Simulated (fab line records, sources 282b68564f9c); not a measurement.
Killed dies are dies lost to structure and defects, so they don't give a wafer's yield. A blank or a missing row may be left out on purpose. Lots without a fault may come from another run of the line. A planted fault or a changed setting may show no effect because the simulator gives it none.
A struck lot beside a sound one | flow rit_cmos | 14 steps out of a route of 202
Sound: wafers L295.1, L295.3, L295.4. Struck: wafers L303.1, L303.2, L303.3. The cause comes at the end.
At each step with rows: each side's tool, then ch and its chambers, then its first start. Under that, the readings that differ: sound wafers | struck wafers | difference of the means | sigmas: that difference in standard deviations of wafers without a fault.
alike: readings whose means differ by less than 2 such deviations, and words and numbers that are the same on both sides. not compared: withheld readings, readings that some wafer has no value for, bounds like >300 that may hide the same value, and numbers for which the record gives no deviation and whose values overlap.
The two part at a step that has a row with sigmas, a row that says differs or no value, or rows on one side only. Numbers that don't overlap but have no deviation are shown without sigmas and don't part them. A reading that every wafer of one side lacks parts them only if that side has two wafers or more.

first, 4 steps without rows for these wafers: RIT_NSD_SOFTBAKE_02 (time 60 s); RIT_NSD_EXPOSE_03 (exposes mask M9, target cd 40700 nm); RIT_NSD_PEB_04; RIT_NSD_DEVELOP_05 (develop time 50 s).
RIT_NSD_OVL_MEAS_06:
  sound on overlay-02, day 4 03:17; struck on overlay-01, day 5 17:59
  alike: NSD_OVL
then, 2 steps without rows for these wafers: RIT_NSD_HARDBAKE_07 (time 60 s); RIT_NSD_IMPLANT_08.
RIT_NSD_STRIP_09: strips in O2, time 180 s.
  sound on plasma_asher-02 ch 0,1, day 4 03:37; struck on plasma_asher-02 ch 0,1, day 5 18:19
  alike: drypump_motor_current_A
  not compared: rf_hours_counter_h
RIT_NSD_TW_MEAS_10:
  sound on film_metro-04, day 4 03:48; struck on film_metro-02, day 5 18:30
  alike: NSD_TW
then, 3 steps without rows for these wafers: RIT_PSD_HMDS_00 (prime time 60 s); RIT_PSD_COAT_01 (resist thk 1000 nm); RIT_PSD_SOFTBAKE_02 (time 60 s).
RIT_PSD_EXPOSE_03: exposes mask M10, target cd 40900 nm.
  sound on iline_stepper-01 ch 0, day 4 04:30; struck on iline_stepper-01, day 5 19:23
  no value came back on the struck wafers for exposure_dose_mJ_cm2, focus_offset_nm (nm); on the sound wafers exposure_dose_mJ_cm2 reads 249.94 250.10 250.18
  alike: mask
then, 1 step without rows for these wafers: RIT_PSD_PEB_04.

WHERE THEY PART
Only at RIT_PSD_EXPOSE_03, within this record.

WHY: what the simulator had put in
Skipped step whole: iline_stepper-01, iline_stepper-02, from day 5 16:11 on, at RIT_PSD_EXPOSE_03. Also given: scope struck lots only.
